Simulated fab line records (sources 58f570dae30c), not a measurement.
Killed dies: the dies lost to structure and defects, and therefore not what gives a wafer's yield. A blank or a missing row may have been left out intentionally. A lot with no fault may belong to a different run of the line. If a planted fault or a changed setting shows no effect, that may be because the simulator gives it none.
A single fault, viewed from 2 desks ; flow berkeley cmos170 ; only its own numbers are on each desk; what lay behind them is given at the end

== METROLOGY DESK ==
Means of the sampled wafers that have a number, per lot and without regard to the tool the lot ran on: this is what the gauges read. Marked OUT: a lot whose mean sits more than 4 standard deviations from the usual mean, which makes it out of limits; the brackets give that distance.
Columns: A = V2_TEOS_THK at UCB170_V2_THK_MEAS_01, usual 2010 nm; B = V2_POLISHED_THK at UCB170_V2_THK_MEAS_04, usual 1000.1 nm
lot;first seen here;A;B
L203;day 8 14:05;1992;999.5
L202;day 8 17:05;2025;998.2
L205;day 9 02:02;1997;1001.1
L206;day 9 11:02;1984;1000.5
L210;day 10 07:37;1996;1002.2
L208;day 10 08:26;2004;999.1
L215;day 11 14:35;2001;1000.0
L212;day 11 15:49;2035;1000.1
L217;day 12 01:55;2006;1000.6
L219;day 12 09:16;991 (-41) OUT;984.6 (-12) OUT
L221;day 12 22:14;2021;998.1
L220;day 13 03:16;996 (-41) OUT;985.2 (-11) OUT
L223;day 13 12:40;2018;999.7
L224;day 13 21:26;1997;1000.2
This desk finds L219, L220 out of limits, with the earliest case on L219 at day 12 09:16 (V2_TEOS_THK at UCB170_V2_THK_MEAS_01). In limits: L203, L202, L205, L206, L210, L208, L215, L212, L217, L221, L223, L224.

== THE TOOL OWNER'S DESK: pecvd-04 ==
The tool's own readings at UCB170_V2_CVD_00 (deposits SiO2 from TEOS/O2, target thk 2000 nm, time 250 s): means of the sampled wafers that have a number, for each lot that ran on this tool. Marked OUT: a lot whose mean sits more than 4 standard deviations from the usual mean, which makes it out of limits; the brackets give that distance.
Columns: A = heater power w at UCB170_V2_CVD_00, usual 278 W; B = pressure mtorr at UCB170_V2_CVD_00, usual 9003 mTorr
lot;first seen here;A;B
L202;day 8 16:55;317;8990
L210;day 10 07:27;316;9002
L215;day 11 14:25;350;9010
L219;day 12 09:06;384;9007
L220;day 13 03:00;294;9012
This desk's finding: nothing out of limits on any of the 5 lots.

== ALL TOGETHER ==
The metrology desk could have raised an alarm at day 12 09:16, on L219, L220.
The tool owner's desk saw nothing out of limits.
On record at the tool owner's desk: L219, L220, within its limits.
On pecvd-04, each named lot ran UCB170_V2_CVD_00.

== WHAT THE SIMULATOR HAD PUT IN ==
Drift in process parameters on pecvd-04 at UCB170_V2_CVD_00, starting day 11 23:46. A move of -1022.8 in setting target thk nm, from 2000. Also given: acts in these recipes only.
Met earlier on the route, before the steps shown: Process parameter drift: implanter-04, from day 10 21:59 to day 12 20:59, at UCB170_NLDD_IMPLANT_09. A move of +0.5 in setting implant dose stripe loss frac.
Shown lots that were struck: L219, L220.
Per desk, hours elapsed from the start of the fault to the first reading out of limits: for the metrology desk, 10.
